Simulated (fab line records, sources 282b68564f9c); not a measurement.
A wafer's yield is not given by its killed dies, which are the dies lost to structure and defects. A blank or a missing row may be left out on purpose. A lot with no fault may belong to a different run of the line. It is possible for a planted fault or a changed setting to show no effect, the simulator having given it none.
8D (eight disciplines) problem report, filled in by code	flow rit cmos	the parts of the form that need people (team, actions taken, sign-off) are left out

== 1. THE ISSUE ==
At RIT_GATE_CD_MEAS_16, cd nm averages 135.4 nm over 6 wafers from 2 lots, while fault-free wafers read 149.6 nm, standard deviation 2.5. Relative to the usual mean, that is a shift of -5.7 standard deviations.
The step: target cd 150 nm.
The first sign was on wafer L254.2 at day 4 19:11, on cd sem-01. The record has a number at this step for 42 wafers belonging to 14 lots. The rule behind "out" and "out of limits": a value lying over 4 standard deviations away from the usual mean. The other wafers with a number count as sound.

== 2. WHAT IT IS, WHAT IT ISN'T ==
question	is	is not
which readings at this step	cd nm	-
which lots	L254, L259	L244, L245, L246, L247, L248, L249, L251, L255, L262, L263, L266, L267
which wafers of those lots	all that have a number	-
read on which gauges	cd sem-01	cd sem-02
when	from day 4 19:11	up to then (21 sound wafers); but 15 sound wafers of L255, L262, L263, L266, L267 came after

== 3. WHAT RULES OUT EACH SUSPECT ==
Counting: any tool at a process step up to the reading is kept as a suspect provided that every lot that is out went through it and no sound lot did after the first of them.
- the gauge at RIT_GATE_CD_MEAS_16 has been ruled out. All the wafers that are out were read on cd sem-01, but those of them that RIT_GATE_DEVELOP_15 has rows for are out there too, on other tools.
- litho track-04 at RIT_GATE_DEVELOP_15 (develop time 50 s): kept. It ran every lot that is out, first L254 (day 4 19:00), and no sound lot after that; its last sound lot up to then is L249 (day 3 14:00). Its own readings are out on those wafers: developer temp C.
Remaining after the count: litho track-04 at RIT_GATE_DEVELOP_15.

== 4. THE CAUSE (what the simulator had put in) ==
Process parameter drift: litho track-04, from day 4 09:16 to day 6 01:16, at RIT_GATE_DEVELOP_15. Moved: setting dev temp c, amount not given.
The count eliminated every tool but this one.

== 5. SEQUENCE OF EFFECTS, ordered by route ==
Rows list readings where the struck wafers' mean (over those with a number) sits beyond 3 standard deviations from the usual. Readings are gone through only where the record gives a usual standard deviation; hours: the median, over the lots, of the time from a lot's start at the first step in this table giving one to that lot's start at this step; sigmas: the change measured in usual standard deviations.
hours	step	reading	usual	on struck wafers	change	sigmas
0	RIT_GATE_DEVELOP_15	developer temp C	23.03 C	20.75	-2.28	-19
0	RIT_GATE_CD_MEAS_16	cd nm	149.6 nm	135.4	-14.2	-5.7
Here are the process steps it includes:
- RIT_GATE_DEVELOP_15: develop time 50 s.

== 6. HOW IT WOULD HAVE BEEN CAUGHT EARLIER ==
The first out-of-limits reading at a measuring or inspecting step in this record came at day 4 19:11, 10 hours after the fault's start at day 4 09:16.
Tool's own readings at RIT_GATE_DEVELOP_15, developer temp C: out on all struck wafers the step has rows for; an alarm limit on them would have tripped on the first.
Among the 2 lots that are out, L259 began RIT_GATE_DEVELOP_15 on litho track-04 after day 4 19:11. A hold on the tool at that time would have spared it.
